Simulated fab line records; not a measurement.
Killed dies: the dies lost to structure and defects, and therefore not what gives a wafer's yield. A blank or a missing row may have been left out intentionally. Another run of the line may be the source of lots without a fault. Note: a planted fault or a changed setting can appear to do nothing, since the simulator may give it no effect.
Which of the tools did it?	flow rit_cmos	14 lots with 42 wafers sampled at 3 steps, on a route of 202 steps

WHAT EACH GAUGE READ, for each wafer
RIT_M1_RS_MEAS_01: the measuring method here is four-point-probe. Usual: for M1_AL_RS the level is 0.0735 ohm/sq and the standard deviation is 0.00098.
lot	measured	on	M1_AL_RS (ohm/sq)	flag
L809	day 3 05:40	film_metro-03	0.0736 0.0720 0.0736	
L810	day 3 11:54	film_metro-04	0.0739 0.0744 0.0730	
L811	day 3 19:31	film_metro-04	0.0716 0.0729 0.0730	
L813	day 4 02:05	film_metro-04	0.0721 0.0733 0.0715	
L814	day 4 07:00	film_metro-03	0.0735 0.0721 0.0723	
L818	day 5 03:38	film_metro-03	0.0714 0.0736 0.0731	
L819	day 5 08:01	film_metro-03	0.0747 0.0745 0.0739	
L820	day 5 13:57	film_metro-02	0.0736 0.0721 0.0745	
L821	day 5 21:49	film_metro-02	0.0723 0.0725 0.0727	
L823	day 6 06:29	film_metro-02	0.0777 0.0796 0.0791 0.0779 0.0796 0.0790	OFF
L825	day 6 19:01	film_metro-02	0.0774 0.0786 0.0783 0.0775 0.0788 0.0783	OFF
L829	day 7 14:19	film_metro-04	0.0739 0.0738 0.0747	
L830	day 7 16:56	film_metro-04	0.0747 0.0721 0.0731	
L832	day 8 02:19	film_metro-04	0.0723 0.0732 0.0761	

RIT_M1_THK_MEAS_02: measures by xrf. Usual: for M1_AL_THK the level is 407 nm and the standard deviation is 5.9.
lot	measured	on	M1_AL_THK (nm)	flag
L809	day 3 05:47	film_metro-03	401 415 402	
L810	day 3 12:01	film_metro-04	407 405 412	
L811	day 3 19:38	film_metro-04	421 411 413	
L813	day 4 02:11	film_metro-04	417 409 420	
L814	day 4 07:07	film_metro-03	405 412 409	
L818	day 5 03:46	film_metro-03	419 405 411	
L819	day 5 08:08	film_metro-03	400 403 404	
L820	day 5 14:04	film_metro-02	402 410 399	
L821	day 5 21:56	film_metro-02	410 410 408	
L823	day 6 19:17	film_metro-02	383 375 378 384 375 377	OFF
L825	day 6 22:02	film_metro-02	384 380 381 386 381 382	OFF
L829	day 7 14:26	film_metro-04	405 408 400	
L830	day 7 17:01	film_metro-04	401 417 412	
L832	day 8 02:26	film_metro-04	414 411 396	

WHICH TOOL RAN EACH LOT (tool, then ch and the chambers of the sampled wafers, then the start)
lot	RIT_M1_SPUTTER_00
L809	pvd_sputter-02, day 3 05:22
L810	pvd_sputter-04, day 3 11:35
L811	pvd_sputter-02, day 3 19:13
L813	pvd_sputter-03, day 4 01:46
L814	pvd_sputter-02, day 4 06:43
L818	pvd_sputter-02, day 5 03:20
L819	pvd_sputter-03, day 5 07:44
L820	pvd_sputter-02, day 5 13:40
L821	pvd_sputter-03, day 5 21:31
L823	pvd_sputter-03, day 6 06:10
L825	pvd_sputter-03, day 6 18:43
L829	pvd_sputter-04, day 7 14:01
L830	pvd_sputter-02, day 7 16:34
L832	pvd_sputter-02, day 8 02:02
- RIT_M1_SPUTTER_00: material Al, target thk 400 nm, time 500 s.

AS READ BY THE TOOLS THEMSELVES (means over the sampled wafers that have a number; for cases with no such wafer, the mark the record gives instead)
RIT_M1_SPUTTER_00. Usual: throttle_valve_pct reads 30.3 % (standard deviation 1.2).
lot	tool	throttle_valve_pct (%)	flag
L809	pvd_sputter-02	31.2	
L810	pvd_sputter-04	29.3	
L811	pvd_sputter-02	30.0	
L813	pvd_sputter-03	30.2	
L814	pvd_sputter-02	29.9	
L818	pvd_sputter-02	30.7	
L819	pvd_sputter-03	30.8	
L820	pvd_sputter-02	30.7	
L821	pvd_sputter-03	29.6	
L823	pvd_sputter-03	29.9	
L825	pvd_sputter-03	31.4	
L829	pvd_sputter-04	29.9	
L830	pvd_sputter-02	30.7	
L832	pvd_sputter-02	30.5	

THE ANSWER, worked out from the rows above alone
Rule: lot off if the mean of its wafers having a number is beyond 3 standard deviations from the usual mean. Also off: a lot with no number at a reading for which 4 or more lots have one. Where the step has rows for the other lots, those lots are counted as sound. After the gauges, taken in route order, come the tools' own readings; for these a lot's mean is taken, as printed above. At the first step where some lot is off, the reading lying furthest off is the one used; lots without a number count as furthest.
Off: L823, L825, seen at RIT_M1_RS_MEAS_01 (M1_AL_RS).
A tool fits if, at a process step before that reading, it ran every lot that is off, and no sound lot after the first of them. The gauges at RIT_M1_RS_MEAS_01 are tried like those tools. 2 tools fit, pvd_sputter-03 at RIT_M1_SPUTTER_00 and film_metro-02 at RIT_M1_RS_MEAS_01, so this cannot tell which one it is.

WHAT THE SIMULATOR PUT IN
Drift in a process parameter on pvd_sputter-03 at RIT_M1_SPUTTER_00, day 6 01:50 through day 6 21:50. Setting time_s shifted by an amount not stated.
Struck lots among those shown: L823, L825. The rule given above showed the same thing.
